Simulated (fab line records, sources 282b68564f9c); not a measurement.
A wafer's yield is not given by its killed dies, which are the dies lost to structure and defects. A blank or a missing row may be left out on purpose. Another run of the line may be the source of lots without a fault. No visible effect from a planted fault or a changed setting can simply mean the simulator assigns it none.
What tool caused it? -- flow ritCmos -- 33 wafers from 11 lots sampled at 2 of the route's 202 steps

## WHAT THE GAUGES SHOWED, per wafer
The record holds no reading of a measuring or inspecting step that can be judged against a usual standard deviation.

## WHAT TOOL EACH LOT RAN ON (gives the tool, then ch and the chambers of the sampled wafers, and finally the start)
lot,RIT_CONTACT_SOFTBAKE_04,RIT_M1_PROBE_99
L793,"lithoTrack-04 ch 0, day 3 15:56",-
L794,"lithoTrack-03 ch 0, day 3 22:02",-
L801,"lithoTrack-04 ch 0, day 5 01:27",-
L802,"lithoTrack-04 ch 0, day 5 12:01",-
L808,"lithoTrack-02 ch 0, day 6 13:11",-
L809,"lithoTrack-03 ch 0, day 6 14:53","prober-02, day 6 21:10"
L810,"lithoTrack-02 ch 0, day 6 16:52",-
L812,"lithoTrack-03 ch 0, day 7 07:18",-
L814,"lithoTrack-03 ch 0, day 7 17:11",-
L815,"lithoTrack-03 ch 0, day 7 22:38",-
L816,"lithoTrack-02 ch 0, day 8 03:31",-
- RIT_CONTACT_SOFTBAKE_04: time 60 s.
- RIT_M1_PROBE_99

## WHAT THE TOOLS THEMSELVES READ (means of the sampled wafers that have a number; where no wafer has one, the mark that the record gives instead)
RIT_CONTACT_SOFTBAKE_04.
lot,tool,heaterPowerTotalW (W),runLengthS (s)
L793,lithoTrack-04,34.59,89.15
L794,lithoTrack-03,34.52,89.49
L801,lithoTrack-04,36.88,77.29
L802,lithoTrack-04,36.87,77.42
L808,lithoTrack-02,34.54,88.82
L809,lithoTrack-03,34.56,89.53
L810,lithoTrack-02,34.55,88.89
L812,lithoTrack-03,34.56,89.44
L814,lithoTrack-03,34.57,89.48
L815,lithoTrack-03,34.55,89.59
L816,lithoTrack-02,34.58,88.88

RIT_M1_PROBE_99.
lot,tool,killedAtContacts,killedAtFrontEnd,killedDies,killedOpen,killedShort
L809,prober-02,0.0,4,4,2.3,1.7

## THE ANSWER, worked out from the rows above alone
Rule: the usual values come from the lots themselves. Put in order of their means at a reading, lots are off if they are a third of the lots or fewer, leave a main group of 4 or more, and stand apart from it by a gap of 3 or more times the standard deviation of the main group's means; of several such gaps the widest counts. A main group whose means are all the same, to the digits that the tables above print for the reading, isn't used. A lot without any number at a reading at which 4 lots or more have one is off too. All remaining lots with rows at the step are treated as sound. First the gauges in route order, then the tools' own readings, where a lot's mean is used as printed above. At the first step where some lot is off, the reading lying furthest off is the one used; lots without a number count as furthest.
Off: L801, L802 (RIT_CONTACT_SOFTBAKE_04, heaterPowerTotalW). The main group: mean 34.56 W, standard deviation 0.02.
If a tool, at that step or one of the process steps before it, ran each lot that is off and ran no sound lot following the first of them, it fits. One fits: RIT_CONTACT_SOFTBAKE_04 on lithoTrack-04. Its last sound lot is L793 (day 3 15:56), its first lot that is off L801 (day 5 01:27): a fault that began between those two fits.
The tool's own readings at RIT_CONTACT_SOFTBAKE_04 bear it out: on the lots that are off they differ by more than 5 times the standard deviation of the sound lots' means. heaterPowerTotalW reads 36.88 W there against 34.56 W on the sound lots; runLengthS reads 77.36 s there against 89.25 s on the sound lots.

## WHAT HAD BEEN PUT IN BY THE SIMULATOR
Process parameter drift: lithoTrack-04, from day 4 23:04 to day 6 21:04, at RIT_CONTACT_SOFTBAKE_04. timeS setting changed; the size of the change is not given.
Shown lots that were struck: L801, L802. The rule above reached the same finding.
